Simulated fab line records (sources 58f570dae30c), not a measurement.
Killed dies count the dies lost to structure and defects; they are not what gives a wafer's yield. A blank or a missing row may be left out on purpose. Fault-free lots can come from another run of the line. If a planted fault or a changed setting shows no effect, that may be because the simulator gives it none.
Struck lot and sound lot, side by side | flow berkeley cmos170 | 17 out of 331 route steps
Sound: wafers L200.1, L200.3, L200.6. Wafers struck: L207.1, L207.4, L207.5. The cause is named last.
For every step that has rows: the tool of each side, followed by ch and its chambers, followed by its first start. Under that, the readings that differ: sound wafers | struck wafers | difference of the means | sigmas: that difference in standard deviations of wafers without a fault.
alike: readings with means less than 2 such deviations apart, plus words and numbers identical on both sides. not compared: withheld readings, readings lacking a value on some wafer, bounds such as >300 that could conceal the same value, and numbers that have no deviation in the record and whose values overlap.
A row with sigmas, a row that says differs or no value, or rows on one side alone: a step with any of these is where the two part. Numbers that don't overlap but have no deviation are shown without sigmas and don't part them. A reading missing from all wafers of one side parts the sides only when that side holds two or more wafers.

UCB170_V1_CMP_02: polishes SiO2.
  sound on cmp-02 ch 0,2, day 9 06:08; struck on cmp-01 ch 0,2,3, day 11 02:45
  alike: motor current A, slurry flow ml min
UCB170_V1_BOW_MEAS_03:
  sound: film metro-01 at day 9 06:23; struck: film metro-04 at day 11 02:57
  alike: V1_BOW
UCB170_V1_THK_MEAS_04:
  sound: film metro-01 at day 9 06:31; struck: film metro-04 at day 11 03:04
  alike: V1_POLISHED_THK
then, 7 steps without rows for these wafers: UCB170_V1_CLEAN_05 (cleans in DIW); UCB170_V1_HMDS_06 (prime time 60 s); UCB170_V1_COAT_07 (resist thk 900 nm); UCB170_V1_SOFTBAKE_08 (time 60 s); UCB170_V1_EXPOSE_09 (exposes mask VIA1, target cd 700 nm); UCB170_V1_PEB_10; UCB170_V1_DEVELOP_11 (develop time 45 s).
UCB170_V1_CD_MEAS_12 targets a cd of 700 nm.
  sound: cd sem-01 at day 9 07:35; struck: cd sem-02 at day 11 04:16
  alike: cd nm
UCB170_V1_OVL_MEAS_13:
  sound: overlay-02 at day 9 07:43; struck: overlay-02 at day 11 04:23
  alike: V1_OVL
UCB170_V1_ETCH_14: etches SiO2 in CHF3/CF4/Ar, stops on Al, target depth 1250 nm, time 291 s.
  sound on rie diel-01 ch 0,3, day 9 07:45; struck on rie diel-03 ch 2,3, day 11 04:25
  reading                               | sound             | struck            | difference | sigmas
  model.KrF_of_V1_COAT_07.thk nm (nm)   | 610.8 614.4 612.2 | 461 435.8 459.4   | -160       |
  model.Al_of_M1_SPUTTER_00.thk nm (nm) | 601.1 598.6 598.3 | 580.9 579.9 582.8 | -18.1      |
  model.V1.feature depth nm (nm)        | 999.2 1000 999.1  | 1018 1019 1017    | +19        |
  alike: drypump motor current A, oes product au, throttle valve pct
  not compared: rf hours counter h
UCB170_V1_STRIP_15: strips in O2.
  sound on plasma asher-02 ch 0,1, day 9 07:55; struck on plasma asher-02 ch 0,1, day 11 04:36
  reading                      | sound             | struck            | difference | sigmas
  strip time to endpoint s (s) | 15.33 15.40 15.37 | 11.79 11.21 11.75 | -3.78      | -32
  alike: drypump motor current A, oes product au
  not compared: rf hours counter h
UCB170_V1_CD_MEAS_90 targets a cd of 700 nm.
  sound: cd sem-01 at day 9 08:01; struck: cd sem-02 at day 11 04:42
  reading    | sound             | struck            | difference | sigmas
  cd nm (nm) | 700.5 700.6 699.5 | 705.6 706.0 704.2 | +5.1       | +4
then, 1 step without rows for these wafers: UCB170_M2_PRE_CLEAN_00 (preclean etch time 60 s).
UCB170_M3_PROBE_99:
  sound: prober-02 at day 9 16:17; struck: prober-01 at day 11 13:15
  reading                               | sound                      | struck                     | difference | sigmas
  model.etest.antenna m2.vt shift v (V) | -0.01376 -0.01722 -0.01529 | -0.02258 -0.02716 -0.02289 | -0.00879   |

== WHERE THEY PART ==
Earliest at UCB170_V1_STRIP_15; latest, in this record, at UCB170_V1_CD_MEAS_90.

WHY: what the simulator had put in
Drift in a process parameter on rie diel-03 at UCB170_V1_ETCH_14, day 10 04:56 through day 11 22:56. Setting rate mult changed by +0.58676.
